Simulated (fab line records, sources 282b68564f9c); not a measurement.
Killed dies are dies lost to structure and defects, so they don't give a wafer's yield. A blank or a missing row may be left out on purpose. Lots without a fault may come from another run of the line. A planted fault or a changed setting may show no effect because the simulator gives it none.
A struck lot beside a sound one | flow rit_cmos | 44 steps out of a route of 202
Sound: wafers L120.2, L120.3, L120.4. Struck: wafers L130.2, L130.3, L130.5. The cause comes at the end.
At each step with rows: each side's tool, then ch and its chambers, then its first start. Under that, the readings that differ: sound wafers | struck wafers | difference of the means | sigmas: that difference in standard deviations of wafers without a fault.
alike: readings whose means differ by less than 2 such deviations, and words and numbers that are the same on both sides. not compared: withheld readings, readings that some wafer has no value for, bounds like >300 that may hide the same value, and numbers for which the record gives no deviation and whose values overlap.
The two part at a step that has a row with sigmas, a row that says differs or no value, or rows on one side only. Numbers that don't overlap but have no deviation are shown without sigmas and don't part them. A reading that every wafer of one side lacks parts them only if that side has two wafers or more.

first, 2 steps without rows for these wafers: RIT_NLDD_HARDBAKE_07 (time 60 s); RIT_NLDD_IMPLANT_08.
RIT_NLDD_STRIP_09: strips in O2, time 180 s.
  sound on plasma_asher-02 ch 0,1, day 4 04:26; struck on plasma_asher-02 ch 0,1, day 6 18:41
  alike: drypump_motor_current_A, o2_flow_sccm
  not compared: rf_hours_counter_h
RIT_NLDD_TW_MEAS_10:
  sound on film_metro-02, day 4 04:37; struck on film_metro-02, day 6 18:52
  alike: NLDD_TW
then, 6 steps without rows for these wafers: RIT_PLDD_HMDS_00 (prime time 60 s); RIT_PLDD_COAT_01 (resist thk 1000 nm); RIT_PLDD_SOFTBAKE_02 (time 60 s); RIT_PLDD_EXPOSE_03 (exposes mask M8, target cd 40900 nm); RIT_PLDD_PEB_04; RIT_PLDD_DEVELOP_05 (develop time 50 s).
RIT_PLDD_OVL_MEAS_06:
  sound on overlay-02, day 4 05:37; struck on overlay-01, day 6 19:54
  alike: PLDD_OVL
then, 1 step without rows for these wafers: RIT_PLDD_HARDBAKE_07 (time 60 s).
RIT_PLDD_IMPLANT_08:
  sound on implanter-01 ch 0, day 4 05:49; struck on implanter-04 ch 0, day 6 20:06
  reading                   | sound                | struck               | difference | sigmas
  beam_energy_keV           | 19.995 20.011 20.002 | 13.996 13.991 13.980 | -6.014     | -99 or more
  model.implant.rp_nm (nm)  | 17.1 17.1 17.1       | 12.88 12.88 12.88    | -4.22      |
  model.implant.drp_nm (nm) | 9.752 9.752 9.752    | 7.585 7.585 7.585    | -2.167     |
  alike: beam_on_s, end_station_pressure_torr
RIT_PLDD_STRIP_09: strips in O2, time 180 s.
  sound on plasma_asher-02 ch 0,1, day 4 05:57; struck on plasma_asher-04 ch 0,1, day 6 20:14
  alike: drypump_motor_current_A, o2_flow_sccm
  not compared: rf_hours_counter_h
RIT_PLDD_TW_MEAS_10:
  sound on film_metro-03, day 4 06:08; struck on film_metro-02, day 6 20:25
  reading | sound          | struck         | difference | sigmas
  PLDD_TW | 2403 2408 2404 | 2122 2118 2128 | -282       | -11
then, 4 steps without rows for these wafers: RIT_SPACER_CLEAN_00 (cleans in SC1, time 600 s); RIT_SPACER_CLEAN_01 (cleans in dHF, time 30 s); RIT_SPACER_CLEAN_02 (cleans in SC2, time 600 s); RIT_SPACER_CVD_03 (deposits Si3N4 from SiH2Cl2/NH3, target thk 250 nm, time 3300 s).
RIT_SPACER_THK_MEAS_04:
  sound on film_metro-02, day 4 08:42; struck on film_metro-04, day 6 22:45
  alike: SPACER_NITRIDE_THK
RIT_SPACER_ETCHBACK_05: etches Si3N4 in SF6/CHF3, stops on SiO2, target depth 250 nm, time 240 s.
  sound on rie_diel-02 ch 1,2,3, day 4 08:45; struck on rie_diel-04 ch 0,1,3, day 6 22:48
  alike: drypump_motor_current_A, oes_product_au, rf_fwd_power_W, throttle_valve_pct
  not compared: rf_hours_counter_h
then, 6 steps without rows for these wafers: RIT_NSD_HMDS_00 (prime time 60 s); RIT_NSD_COAT_01 (resist thk 1000 nm); RIT_NSD_SOFTBAKE_02 (time 60 s); RIT_NSD_EXPOSE_03 (exposes mask M9, target cd 40700 nm); RIT_NSD_PEB_04; RIT_NSD_DEVELOP_05 (develop time 50 s).
RIT_NSD_OVL_MEAS_06:
  sound on overlay-02, day 4 09:53; struck on overlay-01, day 6 23:49
  alike: NSD_OVL
then, 2 steps without rows for these wafers: RIT_NSD_HARDBAKE_07 (time 60 s); RIT_NSD_IMPLANT_08.
RIT_NSD_STRIP_09: strips in O2, time 180 s.
  sound on plasma_asher-01 ch 0,1, day 4 10:13; struck on plasma_asher-01 ch 1, day 7 00:13
  alike: drypump_motor_current_A, o2_flow_sccm
  not compared: rf_hours_counter_h
RIT_NSD_TW_MEAS_10:
  sound on film_metro-02, day 4 10:23; struck on film_metro-01, day 7 00:25
  alike: NSD_TW
then, 6 steps without rows for these wafers: RIT_PSD_HMDS_00 (prime time 60 s); RIT_PSD_COAT_01 (resist thk 1000 nm); RIT_PSD_SOFTBAKE_02 (time 60 s); RIT_PSD_EXPOSE_03 (exposes mask M10, target cd 40900 nm); RIT_PSD_PEB_04; RIT_PSD_DEVELOP_05 (develop time 50 s).
RIT_PSD_OVL_MEAS_06:
  sound on overlay-02, day 4 11:18; struck on overlay-01, day 7 01:19
  alike: PSD_OVL
then, 2 steps without rows for these wafers: RIT_PSD_HARDBAKE_07 (time 60 s); RIT_PSD_IMPLANT_08.
RIT_PSD_STRIP_09: strips in O2, time 180 s.
  sound on plasma_asher-03 ch 0,1, day 4 11:38; struck on plasma_asher-03 ch 1, day 7 01:38
  alike: drypump_motor_current_A, o2_flow_sccm
  not compared: rf_hours_counter_h
RIT_SDANNEAL_RS_MEAS_06: measures by four-point-probe.
  sound on film_metro-01, day 4 12:35; struck on film_metro-01, day 7 02:34
  reading          | sound             | struck            | difference | sigmas
  PLDD_RS (ohm/sq) | 178.3 178.2 179.0 | 203.5 202.5 202.7 | +24.4      | +54
RIT_M1_PROBE_99:
  sound on prober-02, day 4 19:48; struck on prober-01, day 7 09:59
  reading                             | sound             | struck            | difference | sigmas
  killed_on_rim                       | 0 1 1             | 2 5 5             | +3         | +2
  killed_open                         | 2 3 5             | 5 13 7            | +5         | +2
  model.etest.pmos_turned.r_on_ohm_um | 3575 3577 3538    | 6289 6872 6732    | +3068      |
  model.etest.pmos_0p3.r_on_ohm_um    | 6619 6531 6428    | 7455 7618 7551    | +1015      |
  model.etest.pmos_0p15.r_on_ohm_um   | 2849 2845 2781    | 4000 4234 4129    | +1296      |
  model.etest.pldd.rs_ohm_sq          | 539.4 524.4 536.7 | 1476 1576 1586    | +1012      |
  model.etest.pldd.line_ohm_um        | 166.7 165.8 166   | 464.1 495.2 492.5 | +317.8     |
  model.etest.pmos_turned.drive_ua_um | 174.3 178.6 178   | 78.91 73.21 73.26 | -101.84    |
  model.etest.pmos_0p15.drive_ua_um   | 240.4 242.6 247.1 | 182.5 175.9 175.7 | -65.3      |
  model.etest.pmos_narrow.drive_ua_um | 93.82 95.4 97.39  | 88.59 88.17 86.77 | -7.69      |
  alike: killed_at_contacts, killed_at_front_end, killed_dies, killed_short

WHERE THEY PART
First at RIT_PLDD_IMPLANT_08; last, within this record, at RIT_M1_PROBE_99.

WHY: what the simulator had put in
Process parameter drift: implanter-04, from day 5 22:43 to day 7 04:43, at RIT_PLDD_IMPLANT_08. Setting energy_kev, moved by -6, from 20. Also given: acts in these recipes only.
